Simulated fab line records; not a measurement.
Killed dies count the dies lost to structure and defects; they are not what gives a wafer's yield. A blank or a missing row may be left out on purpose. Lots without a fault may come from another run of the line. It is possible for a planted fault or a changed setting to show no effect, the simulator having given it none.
Comparing a struck lot with a sound one || flow rit_cmos || 15 steps out of a route of 202
Sound: the wafers L476.1, L476.3, L476.4. Struck: wafers L484.2, L484.5. (L484.6 of the same lot was not struck and is left out.) The cause comes at the end.
Each step with rows lists, per side, the tool, then ch with its chambers, then its first start. Under that, the readings that differ: sound wafers || struck wafers || difference of the means || sigmas: that difference in standard deviations of wafers without a fault.
alike: readings whose means differ by less than 2 such deviations, and words and numbers that are the same on both sides. not compared: withheld readings, readings that some wafer has no value for, bounds like >300 that may hide the same value, and numbers for which the record gives no deviation and whose values overlap.
Wherever a step has rows on one side only, a row that says differs or no value, or a row with sigmas, the two part there. Non-overlapping numbers with no deviation appear without sigmas and do not part them. A reading that every wafer of one side lacks parts them only if that side has two wafers or more.

RIT_M1_SPUTTER_00: material Al, target thk 400 nm, time 500 s.
  sound on pvd_sputter-02, day 3 23:35; struck on pvd_sputter-02, day 6 02:14
  alike: throttle_valve_pct
RIT_M1_RS_MEAS_01: uses a four-point probe to measure.
  sound on film_metro-02, day 3 23:53; struck on film_metro-02, day 6 02:33
  alike: M1_AL_RS
RIT_M1_THK_MEAS_02: measures by xrf.
  sound on film_metro-02, day 4 00:01; struck on film_metro-02, day 6 02:40
  alike: M1_AL_THK
then, 6 steps without rows for these wafers: RIT_M1_HMDS_03 (prime time 60 s); RIT_M1_COAT_04 (resist thk 1300 nm); RIT_M1_SOFTBAKE_05 (time 60 s); RIT_M1_EXPOSE_06 (exposes mask M12, target cd 2600 nm); RIT_M1_PEB_07; RIT_M1_DEVELOP_08 (develop time 68 s).
RIT_M1_CD_MEAS_09: target cd 2600 nm.
  sound on cd_sem-02, day 4 00:57; struck on cd_sem-02, day 6 04:20
  alike: cd_nm
RIT_M1_OVL_MEAS_10:
  sound on overlay-02, day 4 01:04; struck on overlay-02, day 6 04:26
  alike: M1_OVL
then, 1 step without rows for these wafers: RIT_M1_HARDBAKE_11 (time 120 s).
RIT_M1_METAL_ETCH_12: etches Al in Cl2/BCl3, stops on SiO2, time 165 s, target depth 600 nm.
  sound on rie_metal-04 ch 0,1, day 4 01:22; struck on rie_metal-04 ch 0, day 6 04:46
{"reading": "rf_fwd_power_W (W)", "sound": "248.9 248.7 249.3", "struck": "279.2 278.4", "difference": "+29.8", "sigmas": "+44"}
{"reading": "model.NOVOLAK_of_M1_COAT_04.thk_nm (nm)", "sound": "794.4 794.8 794.9", "struck": "750.9 750.1", "difference": -44.2, "sigmas": ""}
  alike: drypump_motor_current_A, mfc_cl2_sccm, oes_product_au, throttle_valve_pct
  not compared: rf_hours_counter_h
then, 1 step without rows for these wafers: RIT_M1_STRIP_13 (strips in nmp, time 600 s).
RIT_M1_PROBE_99:
  sound on prober-02, day 4 03:37; struck on prober-01, day 6 08:19
{"reading": "model.etest.antenna_m1.vt_shift_v (V)", "sound": "-0.01456 -0.01222 -0.009647", "struck": "-0.01752 -0.01725", "difference": -0.00524, "sigmas": ""}
  alike: defect_limited_yield, killed_at_contacts, killed_at_front_end, killed_dies, killed_open, killed_short, sort_bin_3_pad_short, sort_bin_5_function, sort_bin_6_memory, sort_n_pass, sort_yield_pct

== WHERE THEY PART ==
Within this record, at RIT_M1_METAL_ETCH_12 only. Later steps at which nothing parts them and some readings are alike: RIT_M1_PROBE_99.

WHY: whatever the simulator had introduced
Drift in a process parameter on rie_metal-04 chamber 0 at RIT_M1_METAL_ETCH_12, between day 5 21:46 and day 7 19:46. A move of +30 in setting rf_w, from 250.
